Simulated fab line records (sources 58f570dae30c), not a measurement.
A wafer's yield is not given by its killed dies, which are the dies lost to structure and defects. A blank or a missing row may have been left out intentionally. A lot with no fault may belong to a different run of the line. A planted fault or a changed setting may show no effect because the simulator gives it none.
Lot-split experiment | flow berkeley-cmos170 | 23 wafers read across 5 lots, on a route 331 steps long

THE SPLIT
At UCB170_CONTACT_ETCH_18 (etches PSG in CHF3/CF4/Ar, stops on TiSi2, target depth 840 nm, time 195 s), the setting rf-w was moved away from the recipe's 700 W on 8 of the 23 wafers read, by -10.7% to +6.9%. For the rest of the wafers, this setting stayed at what the recipe calls for.

The reading is taken at the split's own step.

THE READING
KrF_of_CONTACT_COAT_10.thk-nm (the simulator's own value, which no gauge read), in nm, at UCB170_CONTACT_ETCH_18 (etches PSG in CHF3/CF4/Ar, stops on TiSi2, target depth 840 nm, time 195 s). The file gives no usual value for it. The 15 wafers here that ran the recipe average 692.8 nm, standard deviation 2.3 nm.

wafer  | tool, chamber at the split | rf-w as run, W | against the recipe | KrF_of_CONTACT_COAT_10.thk-nm, nm | against lot-mates on the recipe
L074.1 | rie-diel-03, 3             | 625.2          | -10.7%             | 703.1                             | +10.5
L074.3 | rie-diel-03, 2             | 700            | recipe             | 691.6                             | -
L074.4 | rie-diel-03, 1             | 700            | recipe             | 693.6                             | -
L074.5 | rie-diel-03, 1             | 625.2          | -10.7%             | 703                               | +10.4
L074.6 | rie-diel-03, 0             | 625.2          | -10.7%             | 705.3                             | +12.7
L076.3 | rie-diel-01, 1             | 700            | recipe             | 688.5                             | -
L076.5 | rie-diel-01, 3             | 700            | recipe             | 689                               | -
L076.6 | rie-diel-01, 2             | 700            | recipe             | 691.1                             | -
L078.2 | rie-diel-03, 3             | 700            | recipe             | 693.3                             | -
L078.3 | rie-diel-03, 0             | 700            | recipe             | 692                               | -
L078.4 | rie-diel-03, 1             | 700            | recipe             | 695.5                             | -
L078.5 | rie-diel-03, 3             | 748.5          | +6.9%              | 684.5                             | -9.1
L078.6 | rie-diel-03, 2             | 748.5          | +6.9%              | 682.4                             | -11.2
L079.2 | rie-diel-03, 0             | 700            | recipe             | 692.8                             | -
L079.3 | rie-diel-03, 1             | 700            | recipe             | 696                               | -
L079.4 | rie-diel-03, 3             | 628            | -10.3%             | 705.2                             | +10.8
L079.5 | rie-diel-03, 3             | 628            | -10.3%             | 703.9                             | +9.5
L079.6 | rie-diel-03, 0             | 628            | -10.3%             | 704.7                             | +10.3
L082.1 | rie-diel-01, 0             | 700            | recipe             | 694                               | -
L082.3 | rie-diel-01, 1             | 700            | recipe             | 691.6                             | -
L082.4 | rie-diel-01, 3             | 700            | recipe             | 694.9                             | -
L082.5 | rie-diel-01, 0             | 700            | recipe             | 691.8                             | -
L082.6 | rie-diel-01, 3             | 700            | recipe             | 696.7                             | -

THE FIT
A straight line over all 23 wafers: KrF_of_CONTACT_COAT_10.thk-nm changes by -1.14 nm for each +1% of rf-w; r = -0.95; the points scatter about the line by 2.1 nm.
The same after taking each lot's own level away (the mean of its wafers on the recipe; 23 wafers): -1.11 nm for each +1%; r = -0.97; scatter 1.6 nm.
Per that fit: largest rf-w move, reading shift of 12 nm.
The lots' own levels span 689.53 to 694.40 nm, that is 2.1 times the standard deviation above.
The two slopes are in agreement: the lot-to-lot level therefore moves the slope only a little.
Check: +11.5 nm against its lot-mates is what the line predicts for one of the wafers moved furthest among these (-10.7%) when that wafer is left out of the fit. Against them it came out at +10.5 nm.

FILE'S OWN FIT
KrF_of_CONTACT_COAT_10.thk-nm changes by -1.1 nm for each +1% of rf-w, r = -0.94.
